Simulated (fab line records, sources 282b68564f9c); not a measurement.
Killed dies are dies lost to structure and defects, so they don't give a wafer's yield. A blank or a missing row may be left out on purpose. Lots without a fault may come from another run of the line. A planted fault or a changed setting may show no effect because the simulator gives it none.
fab line records | flow rit_cmos
record lots=7 wafers=21 last_day=7
route steps=202 shown GATE@96 REOX@98 NLDD@103 M1@202
lots that met no fault: from a run of the same line without faults
start_h: hours from the record's first day to the start of the lot's first wafer shown | wait_h: hours since the lot's step before | " the same as in the row above | L1.1+2: a row that stands for several wafers | - no value, or no start given | * or withheld: withheld | < > ~ a bound
route shown NAME@n: a module of which the file shows steps, and the number in the route of the first | usual: mean/standard deviation of fault-free wafers | same: alike in all rows | chamber/n: place in a boat | sites: the reading at each site | _std_site: their standard deviation | _edge_site: outer sites' mean less inner sites' | radius_mm: how far each site lies from the wafer's centre | mask NAME#n: copy n | behind: the tool/chamber that last shaped the wafer | hold: why the lot was held/for how many hours/how that ended | device: the transistor (n, p or np) that didn't switch | end of line: the same wafers' tests at the end of the route | a step without rows: its recipe alone | killed: dies lost to structure and defects at the first sort, not the wafer's yield | map: a wafer's dies, x killed, . not, _ none there
set.NAME: the setting as run; set.NAME@STEP: as run at that earlier step | model.NAME: the simulator's own value behind a step, which no gauge read
lots at some steps of the route; a table a step, a row a wafer
services: from which hour (start_h, from the record's first day; less than 0 if before it) a tool's chamber was out of use, for how many hours, and why
## steps
# step RIT_GATE_STRIP_20
# recipe chemistry=O2 time_s=180 resist=NOVOLAK platen_temp_c=withheld power_w=500 pressure_mtorr=4000 o2_flow_sccm=4000
# usual drypump_motor_current_A=5.9/0.49
# columns lot.wafer tool chamber start_h wait_h drypump_motor_current_A rf_hours_counter_h
L975.3 plasma_asher-01 1 76.53 0.1 6.0 -
L975.4 " 0 " " 6.3 -
L975.6 " 0 " " 6.4 -
L977.2 plasma_asher-04 1 88.31 0.1 6.2 45
L977.4 " 0 " " 5.0 -
L977.5 " 0 " " 5.0 -
L978.3 plasma_asher-03 0 92.32 0.1 5.8 -
L978.4 " 1 " " 6.1 -
L978.6 " 0 " " 5.9 -
L986.1 plasma_asher-03 0 133.61 0.1 5.9 51
L986.4 " 0 " " 5.8 -
L986.5 " 0 " " 5.9 -
L987.1 plasma_asher-03 1 137.04 0.1 6.0 51
L987.2 " 0 " " 5.9 51
L987.3 " 1 " " 6.1 -
L988.2 plasma_asher-04 1 142.63 0.1 6.3 51
L988.3 " 1 " " 6.3 -
L988.4 " 0 " " 5.0 -
L989.1 plasma_asher-01 1 147.22 0.1 6.0 3
L989.3 " 1 " " 6.0 -
L989.4 " 0 " " 6.3 -
# step RIT_GATE_CD_MEAS_90
# recipe target_cd_nm=150
# usual cd_nm=151.1/2.6
# columns lot.wafer tool chamber start_h wait_h cd_nm
L975.3 cd_sem-02 - 76.69 0.1 155.7
L975.4 " - " " 156.9
L975.6 " - " " 158.5
L977.2 cd_sem-02 - 88.50 0.1 150.3
L977.4 " - " " 149.2
L977.5 " - " " 150.0
L978.3 cd_sem-02 - 92.48 0.1 150.3
L978.4 " - " " 151.0
L978.6 " - " " 148.4
L986.1 cd_sem-02 - 133.79 0.1 154.7
L986.4 " - " " 155.1
L986.5 " - " " 154.9
L987.1 cd_sem-02 - 137.21 0.1 147.9
L987.2 " - " " 149.4
L987.3 " - " " 147.1
L988.2 cd_sem-02 - 142.82 0.1 155.7
L988.3 " - " " 152.2
L988.4 " - " " 153.1
L989.1 cd_sem-02 - 147.40 0.1 148.5
L989.3 " - " " 146.6
L989.4 " - " " 146.1
# step RIT_REOX_CLEAN_00
# recipe chemistry=SC1 mix=3:3:50 time_s=600 temp_c=75
# step RIT_REOX_CLEAN_01
# recipe chemistry=dHF dilution=50:1 time_s=30
# step RIT_REOX_CLEAN_02
# recipe chemistry=SC2 mix=3:3:50 time_s=600 temp_c=75 dry=n2_spin
# step RIT_REOX_OXIDATION_03
# recipe temp_c=900 ambient=O2 target_thk_a=252 ox_time_s=5580
# step RIT_REOX_THK_MEAS_04
# recipe reads=SiO2_of_REOX_OXIDATION_03
# usual REOX_OXIDE_THK=25.4/0.43
# columns lot.wafer tool chamber start_h wait_h REOX_OXIDE_THK[nm]
L975.3 film_metro-01 - 80.33 0.0 25.2
L975.4 " - " " 25.4
L975.6 " - " " 25.2
L977.2 film_metro-01 - 91.61 0.0 25.4
L977.4 " - " " 25.1
L977.5 " - " " 25.1
L978.3 film_metro-02 - 96.46 0.0 25.1
L978.4 " - " " 24.7
L978.6 " - " " 25.7
L986.1 film_metro-01 - 136.82 0.0 25.1
L986.4 " - " " 24.5
L986.5 " - " " 25.2
L987.1 film_metro-02 - 140.51 0.0 25.4
L987.2 " - " " 25.8
L987.3 " - " " 25.5
L988.2 film_metro-02 - 145.88 0.0 24.3
L988.3 " - " " 24.9
L988.4 " - " " 24.9
L989.1 film_metro-02 - 150.45 0.0 25.2
L989.3 " - " " 24.7
L989.4 " - " " 25.1
# step RIT_NLDD_HMDS_00
# recipe prime_time_s=60 prime_temp_c=140
# step RIT_NLDD_COAT_01
# recipe resist=NOVOLAK spin_rpm=3250 resist_thk_nm=1000
# step RIT_NLDD_SOFTBAKE_02
# recipe resist=NOVOLAK temp_c=90 time_s=60
# step RIT_NLDD_EXPOSE_03
# recipe mask_id=M7 na=0.57 target_cd_nm=40700 dose_mj=250
# step RIT_NLDD_PEB_04
# recipe resist=NOVOLAK temp_c=withheld time_s=withheld
# step RIT_NLDD_DEVELOP_05
# recipe resist=NOVOLAK develop_time_s=50 dev_temp_c=23
# usual developer_temp_C=23.01/0.11 resist_line_temp_C=22.99/0.11
# columns lot.wafer tool chamber start_h wait_h developer_temp_C resist_line_temp_C
L975.3 litho_track-02 0 81 - 23.00 22.78
L975.4 " 0 " " 23.16 22.71
L975.6 " 0 " " 23.01 22.82
L977.2 litho_track-03 0 92 - 22.88 22.88
L977.4 " 0 " " 22.91 22.84
L977.5 " 0 " " 22.86 22.98
L978.3 litho_track-02 0 97 - 23.10 22.88
L978.4 " 0 " " 23.07 22.97
L978.6 " 0 " " 23.12 22.94
L986.1 litho_track-01 0 137 - 22.98 22.97
L986.4 " 0 " " 23.08 22.97
L986.5 " 0 " " 22.84 23.10
L987.1 litho_track-03 0 141 - 25.28 22.84
L987.2 " 0 " " 25.42 22.78
L987.3 " 0 " " 25.24 22.99
L988.2 litho_track-03 0 146 - 25.52 23.00
L988.3 " 0 " " 25.43 23.10
L988.4 " 0 " " 25.45 23.05
L989.1 litho_track-03 0 151 - 25.42 22.96
L989.3 " 0 " " 25.31 22.98
L989.4 " 0 " " 25.43 22.93
# step RIT_NLDD_OVL_MEAS_06
# usual NLDD_OVL=0.3/1.3
# columns lot.wafer tool chamber start_h wait_h NLDD_OVL[nm]
L975.3 overlay-01 - 81.23 - 2.0
L975.4 " - " " 2.6
L975.6 " - " " 1.5
L977.2 overlay-02 - 92.64 - -1.0
L977.4 " - " " -0.3
L977.5 " - " " -0.6
L978.3 overlay-01 - 97.48 - -1.1
L978.4 " - " " 0.3
L978.6 " - " " -0.1
L986.1 overlay-01 - 137.98 - 0.1
L986.4 " - " " 1.5
L986.5 " - " " -0.1
L987.1 overlay-01 - 141.54 - 1.5
L987.2 " - " " 0.4
L987.3 " - " " 1.9
L988.2 overlay-01 - 146.94 - 0.5
L988.3 " - " " -0.4
L988.4 " - " " 0.2
L989.1 overlay-02 - 151.36 - 2.1
L989.3 " - " " 1.4
L989.4 " - " " 2.8
# step RIT_M1_PROBE_99
# usual killed_at_contacts=0.1/0.24 killed_at_front_end=7/3.1 killed_dies=7/3.1 killed_open=3.6/2.1 killed_short=3.2/2
# same gross_dies=264 killed_at_M0_to_M3=0 killed_at_M4_up=0 killed_at_back_side=0 killed_at_other=0
# columns lot.wafer tool chamber start_h wait_h killed_at_contacts killed_at_front_end killed_dies killed_open killed_short
L975.3 prober-02 - 98.20 0.2 0 2 2 1 1
L975.4 prober-02 - 98.25 0.2 0 0 0 0 0
L975.6 prober-02 - 98.35 0.2 0 3 3 1 2
L977.2 prober-02 - 110.17 0.1 1 5 6 2 4
L977.4 prober-02 - 110.27 0.2 0 7 7 5 2
L977.5 prober-02 - 110.32 0.2 0 8 8 5 3
L978.3 prober-01 - 115.21 0.2 0 11 11 8 3
L978.4 prober-01 - 115.26 0.2 0 11 11 6 5
L978.6 prober-01 - 115.36 0.2 0 6 6 2 4
L986.1 prober-01 - 155.58 0.1 1 6 7 6 1
L986.4 prober-01 - 155.73 0.2 0 6 6 3 3
L986.5 prober-01 - 155.78 0.2 0 10 10 4 6
L987.1 prober-02 - 157.48 0.1 0 5 5 3 2
L987.2 prober-02 - 157.53 0.1 0 6 6 2 4
L987.3 prober-02 - 157.58 0.2 0 12 12 6 6
L988.2 prober-01 - 162.83 0.1 0 5 5 1 4
L988.3 prober-01 - 162.88 0.2 0 7 7 5 2
L988.4 prober-01 - 162.93 0.2 0 6 6 1 5
L989.1 prober-02 - 167.09 0.1 0 14 14 8 6
L989.3 prober-02 - 167.19 0.2 0 11 11 4 7
L989.4 prober-02 - 167.24 0.2 1 2 3 3 0
# killed by level:class
L975.3 GATE:geometric_particle:short=1 SILICIDE:geometric_particle:open=1
L975.4
L975.6 GATE:geometric_particle:short=1 REOX:geometric_particle:short=1 SPACER:geometric_particle:open=1
L977.2 GATE:geometric_particle:short=2 SPACER:geometric_particle:short=2 GATE:geometric_particle:open=1 CONTACT:geometric_particle:open=1
L977.4 GATE:geometric_particle:open=3 FOX2:geometric_particle:short=1 SPACER:geometric_particle:open=1 SPACER:geometric_particle:short=1 SILICIDE:geometric_particle:open=1
L977.5 GATE:geometric_particle:short=2 GATE:geometric_particle:open=2 SILICIDE:geometric_particle:open=2 FOX2:geometric_particle:open=1 SILICIDE:geometric_particle:short=1
L978.3 FOX1:geometric_particle:open=4 GATE:geometric_particle:open=2 REOX:geometric_particle:short=2 FOX2:geometric_particle:short=1 SPACER:geometric_particle:open=1 SILICIDE:geometric_particle:open=1
L978.4 GATE:geometric_particle:short=3 FOX1:geometric_particle:open=2 REOX:geometric_particle:open=2 FOX1:geometric_particle:short=1 GATE:geometric_particle:open=1 SILICIDE:geometric_particle:open=1 SILICIDE:geometric_particle:short=1
L978.6 GATE:geometric_particle:short=1 GATE:geometric_particle:open=1 REOX:geometric_particle:short=1 SPACER:geometric_particle:open=1 SPACER:geometric_particle:short=1 SILICIDE:geometric_particle:short=1
L986.1 GATE:geometric_particle:open=2 FOX1:geometric_particle:open=1 REOX:geometric_particle:open=1 SPACER:geometric_particle:short=1 SILICIDE:geometric_particle:open=1 CONTACT:geometric_particle:open=1
L986.4 FOX1:geometric_particle:open=1 FOX1:geometric_particle:short=1 FOX2:geometric_particle:open=1 GATE:geometric_particle:short=1 SPACER:geometric_particle:short=1 SPACER:geometric_particle:open=1
L986.5 GATE:geometric_particle:short=2 SILICIDE:geometric_particle:short=2 SILICIDE:geometric_particle:open=2 FOX1:geometric_particle:open=1 REOX:geometric_particle:short=1 SPACER:geometric_particle:open=1 SPACER:geometric_particle:short=1
L987.1 GATE:geometric_particle:open=2 GATE:geometric_particle:short=1 REOX:geometric_particle:short=1 SILICIDE:geometric_particle:open=1
L987.2 FOX2:geometric_particle:short=2 FOX2:geometric_particle:open=1 GATE:geometric_particle:open=1 REOX:geometric_particle:short=1 SPACER:geometric_particle:short=1
L987.3 FOX1:geometric_particle:open=3 REOX:geometric_particle:short=3 GATE:geometric_particle:open=2 FOX1:geometric_particle:short=1 REOX:geometric_particle:open=1 SPACER:geometric_particle:short=1 SILICIDE:geometric_particle:short=1
L988.2 FOX2:geometric_particle:short=1 GATE:geometric_particle:short=1 REOX:geometric_particle:short=1 SPACER:geometric_particle:short=1 SPACER:geometric_particle:open=1
L988.3 GATE:geometric_particle:open=4 FOX1:geometric_particle:open=1 GATE:geometric_particle:short=1 SPACER:geometric_particle:short=1
L988.4 SPACER:geometric_particle:short=2 FOX1:geometric_particle:short=1 FOX2:geometric_particle:short=1 GATE:geometric_particle:short=1 SILICIDE:geometric_particle:open=1
L989.1 FOX1:geometric_particle:open=2 GATE:geometric_particle:short=2 REOX:geometric_particle:open=2 REOX:geometric_particle:short=2 SILICIDE:geometric_particle:open=2 FOX1:geometric_particle:short=1 FOX2:geometric_particle:open=1 GATE:geometric_particle:open=1
L989.3 GATE:geometric_particle:short=2 REOX:geometric_particle:short=2 SPACER:geometric_particle:open=2 FOX1:geometric_particle:short=1 FOX2:geometric_particle:short=1 GATE:geometric_particle:open=1 SPACER:geometric_particle:short=1 SILICIDE:geometric_particle:open=1
L989.4 GATE:geometric_particle:open=1 SILICIDE:geometric_particle:open=1 CONTACT:geometric_particle:open=1
## services
# columns tool chamber start_h hours kind
plasma_asher-03 - 108.71 1.9 repair
plasma_asher-01 - 108.75 9.0 pm
plasma_asher-01 0 108.75 9.0 vent_cycle
plasma_asher-01 1 108.75 9.0 vent_cycle
plasma_asher-01 - 115.26 0.9 repair
plasma_asher-01 0 117.75 - clean
plasma_asher-01 1 117.75 - clean
plasma_asher-03 - 130.36 2.8 pm
## key
first_sign step=RIT_NLDD_DEVELOP_05 reading=developer_temp_C direction=up sigmas=22 usual=* struck=*
effect none on later readings
met_at RIT_NLDD_DEVELOP_05
struck_wafers L987.1,L987.2,L987.3,L988.2,L988.3,L988.4,L989.1,L989.3,L989.4
tester_left_out L987,L988,L989
onset_between 92 141
fault kind=process_parameter_drift tool=litho_track-03 chamber=- onset_h=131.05 steps=RIT_NLDD_DEVELOP_05 channel=dev_temp_c offset=* shape=step end_h=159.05 acts_in=* stated=*
# tester_left_out: of these lots the tester's yield and bins aren't shown, on N5 and GAA mostly nor the transistor test; their killed dies are dies lost to structure and defects alone, not to doping, threshold or leakage, so they don't give the yield
